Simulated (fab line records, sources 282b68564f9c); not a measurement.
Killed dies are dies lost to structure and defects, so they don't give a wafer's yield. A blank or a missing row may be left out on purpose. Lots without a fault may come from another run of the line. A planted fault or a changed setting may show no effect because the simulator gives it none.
Problem report in the 8D (eight disciplines) form, filled by code | flow rit_cmos | the parts of the form that need people (team, actions taken, sign-off) are left out

1. THE PROBLEM
SPACER_NITRIDE_THK at RIT_SPACER_THK_MEAS_04 reads a mean of 131.8 nm on 6 wafers of 2 lots; wafers without a fault read 250.3 nm with a standard deviation of 2.8. That is -42 standard deviations from the usual mean.
First seen on wafer L197.1, day 5 00:05, on film_metro-02. The record holds 42 wafers of 14 lots with a number at this step. Rule for "out", or "out of limits": more than 4 standard deviations from the usual mean. The other wafers with a number count as sound.

2. WHAT IT IS AND WHAT IT IS NOT
question                    | is                           | is not
which readings at this step | SPACER_NITRIDE_THK           | -
which lots                  | L197, L199                   | L190, L191, L192, L193, L194, L195, L205, L206, L208, L209, L210, L211
which wafers of those lots  | all that have a number       | -
read on which gauges        | film_metro-02, film_metro-04 | film_metro-01
when                        | from day 5 00:05             | up to then (18 sound wafers); but 18 sound wafers of L205, L206, L208, L209, L210, L211 came after

3. SUSPECTS, AND WHAT RULES EACH OUT
Counting: a tool at a process step up to the reading stays a suspect if it ran every lot that is out and no sound lot after the first of them.
- the gauge at RIT_SPACER_THK_MEAS_04: ruled out. The wafers that are out were read on 2 gauges (film_metro-02, film_metro-04).
- lpcvd-02 at RIT_SPACER_CVD_03 (deposits Si3N4 from SiH2Cl2/NH3, target thk 250 nm, time 3300 s): ruled out as a lasting fault. Sound lots L209, L211 ran on it after its first lot that is out, L197 (day 4 22:11).
Left after counting: nothing in the record.

4. THE CAUSE (what the simulator had put in)
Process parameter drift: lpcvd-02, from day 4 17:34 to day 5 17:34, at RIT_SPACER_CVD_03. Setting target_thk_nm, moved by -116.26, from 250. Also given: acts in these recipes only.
Counting ruled it out, wrongly: the rule takes a fault to strike every lot that its tool runs from its start on, and this one did not.

5. THE CHAIN OF EFFECTS, in route order
Each row: a reading whose mean over the struck wafers that have a number lies more than 3 standard deviations from the usual. Only readings for which the record gives a usual standard deviation are gone through. hours: the time from each lot's start at the first step in this table that gives one to its start at this step, as a median over the lots. sigmas: the change in usual standard deviations.
hours | step                   | reading            | usual      | on struck wafers | change | sigmas
0     | RIT_SPACER_THK_MEAS_04 | SPACER_NITRIDE_THK | 250.3 nm   | 131.8            | -118.6 | -42
0     | RIT_SPACER_ETCHBACK_05 | oes_product_au     | 0.847 a.u. | 0.557            | -0.290 | -21
The process steps in it:
- RIT_SPACER_ETCHBACK_05: etches Si3N4 in SF6/CHF3, stops on SiO2, target depth 250 nm, time 240 s.

6. WHAT WOULD HAVE CAUGHT IT SOONER
In this record the first reading out of limits at a measuring or inspecting step was taken at day 5 00:05, 7 hours after the fault began at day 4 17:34.
Of the tool readings at RIT_SPACER_CVD_03 for which the record gives a usual standard deviation, none was out on any struck wafer, so an alarm limit of 4 standard deviations on them would not have fired.
